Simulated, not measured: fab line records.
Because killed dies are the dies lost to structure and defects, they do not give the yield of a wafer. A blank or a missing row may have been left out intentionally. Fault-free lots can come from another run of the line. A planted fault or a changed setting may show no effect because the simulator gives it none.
Matching of chambers + flow berkeley_cmos170 + UCB170_FIELD_WET_ETCH_05 on wet_bench-02: 3 sister chambers
The step etches Si3N4 in H3PO4, time 12600 s. 18 wafers are shown with their chamber, then 9 later ones without.

== WAFERS PAIRED WITH THEIR CHAMBERS ==
| wafer  | chamber | bath_heat_duty_pct (%) | bath_guard_temp_C (C) |
|--------|---------|------------------------|-----------------------|
| L684.1 | 1       | 23.8                   | 160.15                |
| L684.3 | 1       | 21.9                   | 160.35                |
| L684.5 | 1       | 22.8                   | 160.20                |
| L686.3 | 3       | 24.6                   | 160.48                |
| L686.5 | 3       | 26.1                   | 160.24                |
| L686.6 | 3       | 26.2                   | 160.28                |
| L687.1 | 2       | 26.4                   | 160.80                |
| L687.4 | 2       | 25.1                   | 160.27                |
| L687.5 | 2       | 25.9                   | 160.72                |
| L689.1 | 3       | 24.7                   | 160.60                |
| L689.4 | 3       | 25.5                   | 160.22                |
| L689.5 | 3       | 24.0                   | 160.34                |
| L692.1 | 3       | 23.7                   | 160.37                |
| L692.4 | 3       | 23.7                   | 160.71                |
| L692.5 | 3       | 25.6                   | 160.47                |
| L693.2 | 2       | 24.1                   | 160.70                |
| L693.4 | 2       | 25.7                   | 160.49                |
| L693.5 | 2       | 27.1                   | 160.72                |

SIGNATURES, as means of the wafers listed above
| reading            | chamber 1 | chamber 2 | chamber 3 | scatter within a chamber |
|--------------------|-----------|-----------|-----------|--------------------------|
| bath_heat_duty_pct | 22.833    | 25.717    | 24.900    | 1                        |
| bath_guard_temp_C  | 160.2333  | 160.6167  | 160.4122  | 0.172                    |
Rule: a wafer's distance from a chamber is the root of the sum, over the readings, of the square of ((its reading less the chamber's mean) divided by the reading's scatter). The wafer belongs to the nearest chamber; if the next one is less than 2 further off, it can't be placed. The scatter: the root of (the sum of the squares of (reading less its chamber's mean) over the shown wafers, divided by (wafers less chambers)).

== WAFERS MISSING THEIR CHAMBER ==
| wafer  | bath_heat_duty_pct (%) | bath_guard_temp_C (C) |
|--------|------------------------|-----------------------|
| L705.1 | 20.8                   | 159.84                |
| L705.2 | 23.0                   | 160.45                |
| L705.5 | 21.8                   | 160.45                |
| L706.1 | 24.4                   | 160.38                |
| L706.4 | 26.7                   | 160.56                |
| L706.5 | 24.0                   | 160.56                |
| L707.2 | 27.6                   | 160.24                |
| L707.3 | 25.8                   | 160.29                |
| L707.6 | 25.4                   | 160.48                |

== THE CHAMBER EACH PASSED THROUGH ==
| wafer  | from the rows above          | in truth |
|--------|------------------------------|----------|
| L705.1 | 1                            | 1        |
| L705.2 | can't be placed: 1 or 3 or 2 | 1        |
| L705.5 | can't be placed: 1 or 3      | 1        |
| L706.1 | can't be placed: 3 or 1 or 2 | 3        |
| L706.4 | can't be placed: 2 or 3      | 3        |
| L706.5 | can't be placed: 3 or 2 or 1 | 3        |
| L707.2 | can't be placed: 3 or 2 or 1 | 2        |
| L707.3 | can't be placed: 3 or 2 or 1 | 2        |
| L707.6 | can't be placed: 3 or 2      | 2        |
Placed correctly: 1 of 9. These rows do not allow placing 8 (true chamber among the candidates in 8). Wrongly placed: 0.
